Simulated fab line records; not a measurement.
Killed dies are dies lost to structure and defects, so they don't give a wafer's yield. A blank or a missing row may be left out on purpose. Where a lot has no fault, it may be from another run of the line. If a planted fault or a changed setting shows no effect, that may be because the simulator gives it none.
A lot that was struck, set against a sound lot ; flow berkeley_cmos170 ; 20 steps out of a route of 331
Sound: the wafers L955.1, L955.3, L955.5. Wafers struck: L968.2, L968.4, L968.6. Last of all comes the cause.
Order at every step that has rows: each side's tool, ch and its chambers, its first start. Under that, the readings that differ: sound wafers ; struck wafers ; difference of the means ; sigmas: that difference in standard deviations of wafers without a fault.
alike: same words and numbers on both sides, and readings whose means sit less than 2 such deviations apart. not compared: any withheld reading, any reading some wafer has no value for, any bound like >300 that may hide the same value, and any number with overlapping values for which the record gives no deviation.
The two part at a step that has a row with sigmas, a row that says differs or no value, or rows on one side only. When numbers do not overlap yet have no deviation, they are printed without sigmas and do not part them. Lack of a reading on every wafer of one side parts them only where that side has two or more wafers.

UCB170_M3_SPUTTER_01: material Al, target thk 900 nm, time 120 s.
  struck on pvd_sputter-02, day 13 13:21; sound on pvd_sputter-01, day 11 04:41
  alike: throttle_valve_pct
UCB170_M3_RS_MEAS_02: measurement is done with a four-point probe.
  struck on film_metro-03, day 13 13:27; sound on film_metro-01, day 11 04:46
  alike: M3_AL_RS
UCB170_M3_THK_MEAS_03: measures by xrf.
  struck on film_metro-03, day 13 13:34; sound on film_metro-01, day 11 04:53
  alike: M3_AL_THK
then, 3 steps without rows for these wafers: UCB170_M3_HMDS_04 (prime time 60 s); UCB170_M3_COAT_05 (resist thk 900 nm); UCB170_M3_SOFTBAKE_06 (time 60 s).
UCB170_M3_STRIP_07: strips in O2.
  sound on plasma_asher-02 ch 0,1, day 11 05:38; struck on plasma_asher-02 ch 0,1, day 13 14:11
  alike: drypump_motor_current_A, oes_product_au, strip_time_to_endpoint_s
  not compared: rf_hours_counter_h
then, 5 steps without rows for these wafers: UCB170_M3_STRIP_08 (strips KrF in DMSO, time 600 s); UCB170_M3_COAT_09; UCB170_M3_COAT_10 (resist thk 900 nm); UCB170_M3_SOFTBAKE_11 (time 60 s); UCB170_M3_EXPOSE_12 (exposes mask METAL3, target cd 700 nm).
UCB170_M3_PEB_13:
  sound on litho_track-01 ch 0, day 11 06:56; struck on litho_track-04 ch 0, day 13 17:19
reading;sound;struck;difference;sigmas
exhaust_pa (Pa);46.1 45.8 45.5;44.1 43.6 43.5;-2.1;-2
heater_power_total_W (W);56.76 56.82 56.82;59.04 59.03 59.00;+2.22;+44
plate_temp_C (C);129.91 130.04 129.80;- - -;no value on the struck wafers;
then, 1 step without rows for these wafers: UCB170_M3_DEVELOP_14 (develop time 45 s).
UCB170_M3_CD_MEAS_15 targets a cd of 700 nm.
  struck on cd_sem-01, day 13 17:38; sound on cd_sem-01, day 11 07:13
reading;sound;struck;difference;sigmas
cd_nm (nm);701.0 702.2 701.3;706.1 705.5 705.2;+4.1;+3
UCB170_M3_OVL_MEAS_16:
  struck on overlay-02, day 13 17:45; sound on overlay-02, day 11 07:20
  alike: M3_OVL
UCB170_M3_ETCH_17: etches BARC in N2/H2.
  sound on rie_diel-03 ch 1,3, day 11 07:22; struck on rie_diel-02 ch 0,1,3, day 13 17:47
reading;sound;struck;difference;sigmas
model.M3.cd_nm (nm);700.9 702.3 700.8;705.6 705.5 705.3;+4.1;
  alike: drypump_motor_current_A, n2_flow_sccm, oes_product_au, throttle_valve_pct
UCB170_M3_METAL_ETCH_18: etches Al in Cl2/BCl3, stops on SiO2, target depth 1170 nm, time 203.7 s.
  sound on rie_metal-04 ch 0,1, day 11 07:25; struck on rie_metal-04 ch 0,1, day 13 17:49
  alike: drypump_motor_current_A, oes_product_au, throttle_valve_pct
  not compared: rf_hours_counter_h, model.M3.cd_nm
UCB170_M3_STRIP_19: strips in O2.
  sound on plasma_asher-02 ch 0,1, day 11 07:36; struck on plasma_asher-03 ch 0,1, day 13 18:01
  alike: drypump_motor_current_A, oes_product_au
  not compared: rf_hours_counter_h
UCB170_M3_PROBE_99:
  rows exist in the record for the sound wafers here (prober-01, day 11 07:56), none for the struck ones

== WHERE THEY PART ==
Last at UCB170_M3_PROBE_99 as far as this record goes, first at UCB170_M3_PEB_13.

WHY: the cause the simulator had injected
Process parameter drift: litho_track-04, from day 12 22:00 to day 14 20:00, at UCB170_M3_PEB_13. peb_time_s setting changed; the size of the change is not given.
